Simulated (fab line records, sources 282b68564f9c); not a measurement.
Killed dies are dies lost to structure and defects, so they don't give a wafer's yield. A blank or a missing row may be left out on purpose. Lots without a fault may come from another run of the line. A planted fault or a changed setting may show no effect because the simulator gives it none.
A struck lot beside a sound one | flow rit_cmos | 18 steps out of a route of 202
Sound: wafers L411.1, L411.3, L411.6. Struck: wafers L408.1, L408.3, L408.6. The cause comes at the end.
At each step with rows: each side's tool, then ch and its chambers, then its first start. Under that, the readings that differ: sound wafers | struck wafers | difference of the means | sigmas: that difference in standard deviations of wafers without a fault.
alike: readings whose means differ by less than 2 such deviations, and words and numbers that are the same on both sides. not compared: withheld readings, readings that some wafer has no value for, bounds like >300 that may hide the same value, and numbers for which the record gives no deviation and whose values overlap.
The two part at a step that has a row with sigmas, a row that says differs or no value, or rows on one side only. Numbers that don't overlap but have no deviation are shown without sigmas and don't part them. A reading that every wafer of one side lacks parts them only if that side has two wafers or more.

first, 4 steps without rows for these wafers: RIT_PSD_SOFTBAKE_02 (time 60 s); RIT_PSD_EXPOSE_03 (exposes mask M10, target cd 40900 nm); RIT_PSD_PEB_04; RIT_PSD_DEVELOP_05 (develop time 50 s).
RIT_PSD_OVL_MEAS_06:
  sound on overlay-02, day 6 11:49; struck on overlay-02, day 5 23:22
  alike: PSD_OVL
then, 2 steps without rows for these wafers: RIT_PSD_HARDBAKE_07 (time 60 s); RIT_PSD_IMPLANT_08.
RIT_PSD_STRIP_09: strips in O2, time 180 s.
  sound on plasma_asher-04 ch 0, day 6 12:09; struck on plasma_asher-04 ch 0,1, day 5 23:47
  alike: drypump_motor_current_A
  not compared: rf_hours_counter_h
RIT_PSD_TW_MEAS_10:
  sound on film_metro-03, day 6 12:19; struck on film_metro-04, day 5 23:58
  alike: PSD_TW
then, 3 steps without rows for these wafers: RIT_SDANNEAL_CLEAN_00 (cleans in SC1, time 600 s); RIT_SDANNEAL_CLEAN_01 (cleans in dHF, time 30 s); RIT_SDANNEAL_CLEAN_02 (cleans in SC2, time 600 s).
RIT_SDANNEAL_RTA_03: time 5 s.
  sound on rtp_anneal-02 ch 0, day 6 12:47; struck on rtp_anneal-01 ch 0, day 6 00:27
  reading          | sound                | struck               | difference | sigmas
  wafer_temp_C_max | 1053.5 1052.6 1052.8 | 1045.4 1044.2 1045.1 | -8.1       | -7
RIT_SDANNEAL_RS_MEAS_04: measures by four-point-probe.
  sound on film_metro-01, day 6 12:50; struck on film_metro-01, day 6 00:31
  reading         | sound             | struck            | difference | sigmas
  PSD_RS (ohm/sq) | 116.0 116.0 115.9 | 121.6 121.3 121.2 | +5.4       | +17
RIT_SDANNEAL_RS_MEAS_05: measures by four-point-probe.
  sound on film_metro-01, day 6 12:58; struck on film_metro-01, day 6 00:38
  alike: NSD_RS
RIT_SDANNEAL_RS_MEAS_06: measures by four-point-probe.
  sound on film_metro-01, day 6 13:05; struck on film_metro-01, day 6 00:45
  reading          | sound             | struck            | difference | sigmas
  PLDD_RS (ohm/sq) | 178.0 177.9 177.6 | 182.8 182.8 182.6 | +4.9       | +11
RIT_SDANNEAL_RS_MEAS_07: measures by four-point-probe.
  sound on film_metro-01, day 6 13:12; struck on film_metro-01, day 6 00:52
  reading          | sound             | struck            | difference | sigmas
  NLDD_RS (ohm/sq) | 150.9 150.8 151.3 | 152.1 153.0 152.0 | +1.4       | +2
RIT_M1_PROBE_99:
  the record has rows for the sound wafers here (prober-02, day 6 20:15) and none for the struck ones

WHERE THEY PART
First at RIT_SDANNEAL_RTA_03; last, within this record, at RIT_M1_PROBE_99.

WHY: what the simulator had put in
Process parameter drift: rtp_anneal-01, from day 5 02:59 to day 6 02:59, at RIT_SDANNEAL_RTA_03. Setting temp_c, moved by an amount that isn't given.
